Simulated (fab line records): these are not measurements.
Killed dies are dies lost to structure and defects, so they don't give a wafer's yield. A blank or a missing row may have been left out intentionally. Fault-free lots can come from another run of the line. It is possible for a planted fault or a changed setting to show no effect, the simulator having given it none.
Shared-tool check + flow ritCmos + Sampled: 13 lots, 39 wafers

## WHY THIS WAS OPENED
Of 13 lots, 1 have the reading SPACER_NITRIDE_THK flagged at RIT_SPACER_THK_MEAS_04. Wafers without a fault read 249.9 nm, standard deviation 2.2.
Rule: a lot is flagged when every wafer of it that has a number lies more than 4 standard deviations from that mean, or none has a number. As for the other lots, they are considered sound.

| lot  | measured    | on           | SPACER_NITRIDE_THK (nm), wafer by wafer | flag    |
|------|-------------|--------------|-----------------------------------------|---------|
| L180 | day 2 21:52 | filmMetro-03 | 247.5 248.1 249.3                       |         |
| L182 | day 3 08:14 | filmMetro-03 | 249.4 252.8 249.9                       |         |
| L183 | day 3 12:27 | filmMetro-04 | 248.7 249.0 249.7                       |         |
| L184 | day 3 19:15 | filmMetro-01 | 253.9 254.8 251.6                       |         |
| L185 | day 4 03:41 | filmMetro-03 | 250.0 249.6 247.7                       |         |
| L189 | day 4 20:08 | filmMetro-04 | 250.5 249.7 252.1                       |         |
| L190 | day 5 06:33 | filmMetro-01 | 287.5 287.8 288.3                       | FLAGGED |
| L194 | day 6 01:26 | filmMetro-04 | 250.7 246.7 250.0                       |         |
| L195 | day 6 04:58 | filmMetro-01 | 247.7 248.4 245.6                       |         |
| L197 | day 6 16:05 | filmMetro-01 | 249.8 248.1 250.0                       |         |
| L199 | day 6 23:31 | filmMetro-01 | 252.0 250.9 251.8                       |         |
| L201 | day 7 09:47 | filmMetro-04 | 253.1 252.2 250.3                       |         |
| L203 | day 7 21:50 | filmMetro-03 | 253.2 253.1 253.5                       |         |
The numbers of the flagged lots are 287.9 nm on average: +38.0 nm against the usual, or +17 standard deviations.

## WHICH TOOL RAN EACH LOT
2 process steps preceding the reading are held in the record, out of 202 steps in the route. Each cell gives the tool, then ch followed by the chambers the sampled wafers passed through, then the start.
| lot  | flag    | RIT_NRETRO_STRIP_09                | RIT_SPACER_CVD_03          |
|------|---------|------------------------------------|----------------------------|
| L180 |         | plasmaAsher-04 ch 0,1, day 2 05:44 | lpcvd-02 ch 0, day 2 19:55 |
| L182 |         | plasmaAsher-01 ch 0,1, day 2 16:05 | lpcvd-01 ch 1, day 3 06:19 |
| L183 |         | plasmaAsher-01 ch 0,1, day 2 21:10 | lpcvd-02 ch 0, day 3 10:32 |
| L184 |         | plasmaAsher-04 ch 0,1, day 3 03:18 | lpcvd-01 ch 1, day 3 17:20 |
| L185 |         | plasmaAsher-03 ch 0,1, day 3 08:44 | lpcvd-01 ch 0, day 4 01:47 |
| L189 |         | plasmaAsher-01 ch 0,1, day 4 04:52 | lpcvd-01 ch 1, day 4 18:13 |
| L190 | FLAGGED | plasmaAsher-04 ch 0,1, day 4 09:41 | lpcvd-01 ch 1, day 5 03:40 |
| L194 |         | plasmaAsher-03 ch 0,1, day 5 06:55 | lpcvd-01 ch 0, day 5 23:31 |
| L195 |         | plasmaAsher-01 ch 0,1, day 5 11:37 | lpcvd-01 ch 0, day 6 03:03 |
| L197 |         | plasmaAsher-04 ch 0,1, day 5 22:14 | lpcvd-02 ch 0, day 6 14:10 |
| L199 |         | plasmaAsher-04 ch 0,1, day 6 04:20 | lpcvd-02 ch 1, day 6 21:35 |
| L201 |         | plasmaAsher-04 ch 0,1, day 6 17:19 | lpcvd-02 ch 1, day 7 07:52 |
| L203 |         | plasmaAsher-01 ch 0,1, day 7 04:17 | lpcvd-02 ch 1, day 7 19:55 |
What is done by these steps:
- RIT_NRETRO_STRIP_09: strips in O2, time 180 s.
- RIT_SPACER_CVD_03: deposits Si3N4 from SiH2Cl2/NH3, target thk 250 nm, time 3300 s.
- RIT_SPACER_THK_MEAS_04

## FLAGGED OVER TOTAL, TOOL BY TOOL (the gauges that took the reading come last)
| step                   | tool           | lots run | flagged | share of the flagged lots | sound lots run after its first flagged lot |
|------------------------|----------------|----------|---------|---------------------------|--------------------------------------------|
| RIT_NRETRO_STRIP_09    | plasmaAsher-01 | 5        | 0       | none                      | -                                          |
| RIT_NRETRO_STRIP_09    | plasmaAsher-03 | 2        | 0       | none                      | -                                          |
| RIT_NRETRO_STRIP_09    | plasmaAsher-04 | 6        | 1       | all                       | 3 (L197,L199,L201)                         |
| RIT_SPACER_CVD_03      | lpcvd-01       | 7        | 1       | all                       | 2 (L194,L195)                              |
| RIT_SPACER_CVD_03      | lpcvd-02       | 6        | 0       | none                      | -                                          |
| RIT_SPACER_THK_MEAS_04 | filmMetro-01   | 5        | 1       | all                       | 3 (L195,L197,L199)                         |
| RIT_SPACER_THK_MEAS_04 | filmMetro-03   | 4        | 0       | none                      | -                                          |
| RIT_SPACER_THK_MEAS_04 | filmMetro-04   | 4        | 0       | none                      | -                                          |

## WHAT THE TABLE PERMITS
All flagged lots were run by 3 table rows, namely plasmaAsher-04 at RIT_NRETRO_STRIP_09, lpcvd-01 at RIT_SPACER_CVD_03, filmMetro-01 at RIT_SPACER_THK_MEAS_04.
- plasmaAsher-04 at RIT_NRETRO_STRIP_09 ran 6 lots, 1 of them flagged. Sound lots followed the first flagged one (L197, L199, L201) on it, something a lasting fault affecting the whole tool could not allow.
- lpcvd-01 at RIT_SPACER_CVD_03 ran 7 lots, 1 of them flagged. Sound lots followed the first flagged one (L194, L195) on it, something a lasting fault affecting the whole tool could not allow. Its own readings (sih2cl2FlowSccm) fall more than 4 standard deviations out on all wafers of the flagged lots.
- filmMetro-01 at RIT_SPACER_THK_MEAS_04 ran 5 lots, 1 of them flagged. Sound lots followed the first flagged one (L195, L197, L199) on it, something a lasting fault affecting the whole tool could not allow.
There is no row in the table that ran each flagged lot and no sound lot after the first.

## WHAT THE SIMULATOR PUT IN
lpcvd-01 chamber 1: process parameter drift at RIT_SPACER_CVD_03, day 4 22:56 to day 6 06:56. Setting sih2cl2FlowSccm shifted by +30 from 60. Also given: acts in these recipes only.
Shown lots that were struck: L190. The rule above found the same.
